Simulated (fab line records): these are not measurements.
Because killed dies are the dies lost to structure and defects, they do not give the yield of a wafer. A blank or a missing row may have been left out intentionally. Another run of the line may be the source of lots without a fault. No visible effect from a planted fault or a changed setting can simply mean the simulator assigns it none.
Code-filled problem report in 8D (eight disciplines) form + flow berkeley-cmos170 + the parts of the form that need people (team, actions taken, sign-off) are left out

1. WHAT WENT WRONG
rotation-deg at UCB170_PLDD_IMPLANT_08 reads a mean of 90.002 degrees on 6 wafers of 2 lots; wafers without a fault read 0.003 degrees with a standard deviation of 0.018. So: +99 or more standard deviations from the usual mean.
The first sign was on wafer L705.2 at day 10 12:14, on implanter-02. Wafers with a number at this step in the record: 18, from 6 lots. Rule for "out", or "out of limits": more than 4 standard deviations from the usual mean. The other wafers with a number count as sound.

2. WHAT IT IS; WHAT IT IS NOT
| question                    | is                     | is not                                                             |
|-----------------------------|------------------------|--------------------------------------------------------------------|
| which readings at this step | rotation-deg           | -                                                                  |
| which lots                  | L705, L707             | L692, L693, L706, L712                                             |
| which wafers of those lots  | all that have a number | -                                                                  |
| read on which tools         | implanter-02           | implanter-01, implanter-04                                         |
| when                        | from day 10 12:14      | up to then (9 sound wafers); but 3 sound wafers of L712 came after |

3. WHAT RULES OUT EACH SUSPECT
Counting: a tool at any process step up to the reading remains a suspect when it ran all the lots that are out and ran no sound lot after the first of those.
- rie-si-01 at UCB170_GATE_ETCH_15 (etches poly-Si in HBr/Cl2, stops on SiO2, time 56.3 s, target depth 278.2 nm): kept. It processed each lot that is out, first L705 at day 10 09:34, and no sound lot thereafter; up to then, the last sound lot it processed was L693 at day 8 03:29.
- implanter-02 at UCB170_PLDD_IMPLANT_08: kept. It processed each lot that is out, first L705 at day 10 12:14, and no sound lot thereafter; up to then, the last sound lot it processed was L693 at day 8 05:59. Its own readings are out on those wafers: rotation-deg.
After counting, rie-si-01 at UCB170_GATE_ETCH_15 and implanter-02 at UCB170_PLDD_IMPLANT_08 remain.

4. THE CAUSE (what the simulator had put in)
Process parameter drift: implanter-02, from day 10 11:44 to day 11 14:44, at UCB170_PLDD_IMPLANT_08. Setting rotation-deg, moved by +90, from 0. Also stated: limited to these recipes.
This tool is one of the 2 suspects left after counting.

5. THE EFFECT CHAIN, in route order
Rows list readings where the struck wafers' mean (over those with a number) sits beyond 3 standard deviations from the usual. Scope: only readings with a usual standard deviation given in the record; hours: median across lots of the time from each lot's start at the first step in this table that gives one to its start at this step; sigmas: change in usual standard deviations.
| hours | step                   | reading      | usual         | on struck wafers | change  | sigmas      |
|-------|------------------------|--------------|---------------|------------------|---------|-------------|
| 0     | UCB170_PLDD_IMPLANT_08 | rotation-deg | 0.003 degrees | 90.002           | +89.999 | +99 or more |
Its process steps:
- UCB170_PLDD_IMPLANT_08

6. WHAT WOULD HAVE CAUGHT IT SOONER
First out-of-limits reading in this record: day 10 12:14, which is 0 hours after fault onset at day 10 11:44.
